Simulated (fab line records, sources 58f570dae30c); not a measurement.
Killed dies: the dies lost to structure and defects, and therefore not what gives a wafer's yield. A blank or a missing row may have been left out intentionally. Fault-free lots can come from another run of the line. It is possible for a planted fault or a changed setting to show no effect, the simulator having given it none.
Which tool did it? + flow berkeley cmos170 + Sampling: 7 lots, 21 wafers, 2 of 331 route steps

WHAT THE GAUGES SHOWED, per wafer
UCB170_CONTACT_CD_MEAS_90: the cd target is 700 nm.
| lot  | measured     | on        | cd nm (nm)        |
|------|--------------|-----------|-------------------|
| L120 | day 7 04:52  | cd sem-01 | 700.2 701.7 701.8 |
| L123 | day 7 19:11  | cd sem-01 | 700.4 700.2 699.9 |
| L128 | day 8 21:23  | cd sem-01 | 700.4 700.2 699.6 |
| L131 | day 9 10:47  | cd sem-02 | 699.7 699.6 699.5 |
| L134 | day 9 21:38  | cd sem-01 | 699.6 698.4 698.9 |
| L136 | day 10 11:18 | cd sem-02 | 698.2 697.9 698.3 |
| L141 | day 11 15:43 | cd sem-01 | 699.5 700.8 701.4 |

WHAT TOOL EACH LOT RAN ON (gives the tool, then ch and the chambers of the sampled wafers, and finally the start)
| lot  | UCB170_CONTACT_ETCH_18            |
|------|-----------------------------------|
| L120 | rie diel-01 ch 0,1,2, day 7 04:00 |
| L123 | rie diel-01 ch 0,3, day 7 18:00   |
| L128 | rie diel-02 ch 1,2,3, day 8 21:00 |
| L131 | rie diel-04 ch 0,1,3, day 9 10:00 |
| L134 | rie diel-04 ch 1,2, day 9 21:00   |
| L136 | rie diel-04 ch 1,2, day 10 10:00  |
| L141 | rie diel-01 ch 0,2, day 11 15:00  |
- UCB170_CONTACT_ETCH_18: etches PSG in CHF3/CF4/Ar, stops on TiSi2, target depth 840 nm, time 195 s.

THE ANSWER, worked out from the rows above alone
Rule: usual is defined by the lots themselves. Put in order of their means at a reading, lots are off if they are a third of the lots or fewer, leave a main group of 4 or more, and stand apart from it by a gap of 3 or more times the standard deviation of the main group's means; of several such gaps the widest counts. A main group is skipped when, at the precision printed for the reading in the tables above, its means are all equal. Also off: a lot with no number at a reading for which 4 or more lots have one. All remaining lots with rows at the step are treated as sound.
No lot is off at any reading shown: from this, nothing can be told.

WHAT THE SIMULATOR PUT IN
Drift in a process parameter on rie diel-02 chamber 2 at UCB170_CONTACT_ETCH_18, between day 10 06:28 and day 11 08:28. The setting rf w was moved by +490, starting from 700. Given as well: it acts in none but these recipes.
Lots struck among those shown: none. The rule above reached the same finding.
